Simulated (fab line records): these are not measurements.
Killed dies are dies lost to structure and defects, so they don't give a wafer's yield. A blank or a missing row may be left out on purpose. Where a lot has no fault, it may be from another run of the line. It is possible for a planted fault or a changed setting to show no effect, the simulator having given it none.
Which tool is to blame? -- flow ritCmos -- 13 lots, 39 wafers sampled, at 4 steps of a route of 202

## WHAT THE GAUGES READ, wafer by wafer
RIT_SDANNEAL_RS_MEAS_04: a four-point-probe measurement.
lot,measured,on,PSD_RS (ohm/sq)
L822,day 3 07:24,filmMetro-04,115.58 115.64 115.57
L823,day 3 07:46,filmMetro-03,115.94 115.51 115.80
L824,day 3 11:41,filmMetro-03,115.65 115.90 115.41
L825,day 3 15:59,filmMetro-04,115.87 115.59 115.58
L828,day 4 07:46,filmMetro-04,115.69 116.31 115.88
L829,day 4 11:38,filmMetro-01,116.04 116.30 115.98
L838,day 6 09:19,filmMetro-04,115.68 115.71 115.97
L840,day 6 19:04,filmMetro-04,115.93 115.80 116.16
L841,day 7 00:49,filmMetro-03,116.09 115.38 115.91
L842,day 7 05:59,filmMetro-03,116.04 115.93 115.89
L843,day 7 09:47,filmMetro-03,115.99 115.81 115.72
L844,day 7 15:29,filmMetro-04,115.73 115.74 115.52
L845,day 7 20:39,filmMetro-03,115.93 116.18 115.85

## WHAT TOOL EACH LOT RAN ON (gives the tool, then ch and the chambers of the sampled wafers, and finally the start)
lot,RIT_FOX2_CLEAN_02,RIT_NWELL_STRIP_09,RIT_PRETRO_STRIP_09
L822,"wetBench-04 ch 0, day 1 19:55","plasmaAsher-02 ch 0,1, day 1 22:18","plasmaAsher-02 ch 0,1, day 2 09:00"
L823,"wetBench-04 ch 2, day 2 00:36","plasmaAsher-01 ch 0,1, day 2 02:59","plasmaAsher-01 ch 0,1, day 2 13:32"
L824,"wetBench-04 ch 1, day 2 05:17","plasmaAsher-03 ch 1, day 2 07:37","plasmaAsher-01 ch 0,1, day 2 18:01"
L825,"wetBench-04 ch 1, day 2 10:04","plasmaAsher-03 ch 0,1, day 2 12:16","plasmaAsher-01 ch 0,1, day 2 22:31"
L828,"wetBench-04 ch 2, day 3 00:28","plasmaAsher-03 ch 0,1, day 3 02:43","plasmaAsher-04 ch 0,1, day 3 13:22"
L829,"wetBench-03 ch 0, day 3 05:32","plasmaAsher-01 ch 1, day 3 07:49","plasmaAsher-04 ch 0,1, day 3 18:11"
L838,"wetBench-01 ch 3, day 5 03:25","plasmaAsher-03 ch 0, day 5 05:40","plasmaAsher-04 ch 0,1, day 5 15:44"
L840,"wetBench-03 ch 1, day 5 12:23","plasmaAsher-02 ch 0,1, day 5 14:35","plasmaAsher-01 ch 0,1, day 6 00:52"
L841,"wetBench-04 ch 2, day 5 17:31","plasmaAsher-03 ch 0,1, day 5 19:46","plasmaAsher-01 ch 0,1, day 6 05:59"
L842,"wetBench-04 ch 1, day 5 23:13","plasmaAsher-02 ch 0,1, day 6 01:24","plasmaAsher-02 ch 0,1, day 6 11:34"
L843,"wetBench-04 ch 0, day 6 03:22","plasmaAsher-02 ch 0,1, day 6 05:46","plasmaAsher-04 ch 0,1, day 6 16:19"
L844,"wetBench-03 ch 3, day 6 08:29","plasmaAsher-02 ch 0,1, day 6 10:46","plasmaAsher-04 ch 1, day 6 21:39"
L845,"wetBench-01 ch 2, day 6 13:22","plasmaAsher-03 ch 0,1, day 6 15:39","plasmaAsher-04 ch 0,1, day 7 02:07"
- RIT_FOX2_CLEAN_02: cleans in dHF, time 180 s.
- RIT_NWELL_STRIP_09: strips in O2, time 180 s.
- RIT_PRETRO_STRIP_09: strips in O2, time 180 s.

## WHAT THE TOOLS THEMSELVES READ (means of the sampled wafers that have a number; where no wafer has one, the mark that the record gives instead)
RIT_FOX2_CLEAN_02.
lot,tool,runLengthS (s)
L822,wetBench-04,206
L823,wetBench-04,206
L824,wetBench-04,208
L825,wetBench-04,207
L828,wetBench-04,386
L829,wetBench-03,205
L838,wetBench-01,214
L840,wetBench-03,206
L841,wetBench-04,206
L842,wetBench-04,207
L843,wetBench-04,206
L844,wetBench-03,205
L845,wetBench-01,207

RIT_NWELL_STRIP_09.
lot,tool,drypumpMotorCurrentA (A)
L822,plasmaAsher-02,5.7
L823,plasmaAsher-01,5.8
L824,plasmaAsher-03,5.1
L825,plasmaAsher-03,5.3
L828,plasmaAsher-03,5.3
L829,plasmaAsher-01,6.2
L838,plasmaAsher-03,5.4
L840,plasmaAsher-02,5.7
L841,plasmaAsher-03,5.2
L842,plasmaAsher-02,5.9
L843,plasmaAsher-02,5.9
L844,plasmaAsher-02,5.9
L845,plasmaAsher-03,5.2

RIT_PRETRO_STRIP_09.
lot,tool,drypumpMotorCurrentA (A)
L822,plasmaAsher-02,5.7
L823,plasmaAsher-01,5.7
L824,plasmaAsher-01,5.7
L825,plasmaAsher-01,6.0
L828,plasmaAsher-04,5.4
L829,plasmaAsher-04,5.4
L838,plasmaAsher-04,5.4
L840,plasmaAsher-01,5.7
L841,plasmaAsher-01,5.7
L842,plasmaAsher-02,5.7
L843,plasmaAsher-04,5.3
L844,plasmaAsher-04,5.3
L845,plasmaAsher-04,5.3

## THE ANSWER, worked out from the rows above alone
Rule: the usual values come from the lots themselves. The widest of any qualifying gaps counts: lots, ordered by their means at a reading, are off when they make up no more than a third of the lots, leave a main group of 4 or more, and stand apart from it by 3 or more times the standard deviation of that group's means. If all means in a main group match to the digits the tables above print for the reading, that group is not used. A lot without any number at a reading at which 4 lots or more have one is off too. Any other lot the step has rows for is counted as sound. The gauges are gone through in route order, then the tools' own readings, and for those a lot's mean is taken as printed above. At the first step where some lot is off, the reading lying furthest off is the one used; lots without a number count as furthest.
Off: L828, at RIT_FOX2_CLEAN_02 (runLengthS). For the main group the mean is 207 s and the standard deviation 2.3.
If a tool, at that step or one of the process steps before it, ran each lot that is off and ran no sound lot following the first of them, it fits. None of those tried fits.

## WHAT THE SIMULATOR HAD PUT IN
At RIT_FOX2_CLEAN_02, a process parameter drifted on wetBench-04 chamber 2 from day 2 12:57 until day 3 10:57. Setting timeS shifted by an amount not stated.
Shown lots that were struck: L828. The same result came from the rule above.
